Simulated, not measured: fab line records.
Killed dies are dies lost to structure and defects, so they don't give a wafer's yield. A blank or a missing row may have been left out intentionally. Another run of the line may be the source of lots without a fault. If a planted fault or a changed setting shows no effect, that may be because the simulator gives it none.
Comparing a struck lot with a sound one | flow rit_cmos | 19 out of 202 route steps
Sound: wafers L445.3, L445.4, L445.5. Struck: wafers L456.2, L456.3, L456.5. At the end, the cause is stated.
At each step with rows: each side's tool, then ch and its chambers, then its first start. Under that, the readings that differ: sound wafers | struck wafers | difference of the means | sigmas: that difference in standard deviations of wafers without a fault.
alike: readings whose means differ by less than 2 such deviations, and words and numbers that are the same on both sides. not compared: withheld readings, readings that some wafer has no value for, bounds like >300 that may hide the same value, and numbers for which the record gives no deviation and whose values overlap.
The two part at a step that has a row with sigmas, a row that says differs or no value, or rows on one side only. Numbers that don't overlap but have no deviation are shown without sigmas and don't part them. Lack of a reading on every wafer of one side parts them only where that side has two or more wafers.

first, 3 steps without rows for these wafers: RIT_GATE_CLEAN_02 (cleans in dHF, time 30 s); RIT_GATE_CLEAN_03 (cleans in SC2, time 600 s); RIT_GATE_CLEAN_04 (cleans in dHF, time 60 s).
RIT_FOX2_THK_MEAS_91:
  sound on film_metro-01 at day 4 10:38; struck on film_metro-02 at day 6 14:01
  reading                     | sound       | struck      | difference | sigmas
  FIELD_OXIDE_LEFT_2_THK (nm) | 243 240 249 | 263 257 255 | +14        | +2
then, 2 steps without rows for these wafers: RIT_GATE_OXIDATION_05 (target thk 3 nm, ox time 270 s); RIT_GATE_ANNEAL_06 (time 600 s).
RIT_GATE_THK_MEAS_07:
  sound on film_metro-03 at day 4 12:44; struck on film_metro-03 at day 6 15:24
  alike: GATE_OXIDE_THK
then, 1 step without rows for these wafers: RIT_GATE_CVD_08 (deposits poly-Si from SiH4, target thk 250 nm, time 2220 s).
RIT_GATE_THK_MEAS_09:
  sound on film_metro-03 at day 4 15:30; struck on film_metro-03 at day 6 18:07
  alike: GATE_POLY_THK
then, 2 steps without rows for these wafers: RIT_GATE_HMDS_10 (prime time 60 s); RIT_GATE_COAT_11 (resist thk 850 nm).
RIT_GATE_SOFTBAKE_12: time 61.13 s.
  sound on litho_track-03 ch 0, day 4 15:53; struck on litho_track-03 ch 0, day 6 18:29
  alike: plate_sensor_t_centre_C, plate_sensor_t_edge_C, softbake_temp_c
RIT_GATE_EXPOSE_13: exposes mask M6, target cd 150 nm.
  sound on iline_stepper-01 ch 0, day 4 16:10; struck on iline_stepper-01 ch 0, day 6 18:45
  reading                      | sound                | struck               | difference | sigmas
  model.GATE.overlay_x_nm (nm) | -3.593 -3.593 -3.593 | -146.5 -146.5 -146.5 | -142.9     |
  alike: mask
then, 2 steps without rows for these wafers: RIT_GATE_PEB_14; RIT_GATE_DEVELOP_15 (develop time 50 s).
RIT_GATE_CD_MEAS_16: target cd 150 nm.
  sound on cd_sem-02 at day 4 16:34; struck on cd_sem-01 at day 6 19:09
  alike: cd_nm
RIT_GATE_OVL_MEAS_17:
  sound on overlay-01 at day 4 16:39; struck on overlay-02 at day 6 19:16
  reading       | sound         | struck               | difference | sigmas
  GATE_OVL (nm) | 0.1 -2.1 -3.0 | -149.4 -146.6 -147.9 | -146.3     | -98
then, 1 step without rows for these wafers: RIT_GATE_HARDBAKE_18 (time 60 s).
RIT_M1_PROBE_99:
  sound on prober-01 at day 5 15:50; struck on prober-02 at day 7 16:43
  reading                                                 | sound                | struck               | difference | sigmas
  model.etest.pldd.width_nm (nm)                          | 3222 3213 3193       | 3116 3096 3107       | -103       |
  model.etest.nldd.width_nm (nm)                          | 3207 3213 3196       | 3114 3119 3124       | -86        |
  model.etest.select_edge_diode_n.leak_log10_a (angstrom) | -9.648 -9.967 -9.941 | -6.639 -6.208 -6.298 | +3.470     |
  model.etest.select_edge_diode_p.leak_log10_a (angstrom) | -10.56 -10.5 -10.49  | -7.236 -6.74 -6.869  | +3.568     |
  model.etest.gate_end_array.leak_log10_a_um              | -12.77 -12.82 -12.89 | -12.1 -11.74 -11.83  | +0.9       |
  alike: killed_at_M0_to_M3, killed_at_contacts, killed_at_front_end, killed_dies, killed_on_rim, killed_open, killed_short

## WHERE THEY PART
First at RIT_FOX2_THK_MEAS_91; last, within this record, at RIT_GATE_OVL_MEAS_17. Later steps at which nothing parts them and some readings are alike: RIT_M1_PROBE_99.

WHY: what had been put in by the simulator
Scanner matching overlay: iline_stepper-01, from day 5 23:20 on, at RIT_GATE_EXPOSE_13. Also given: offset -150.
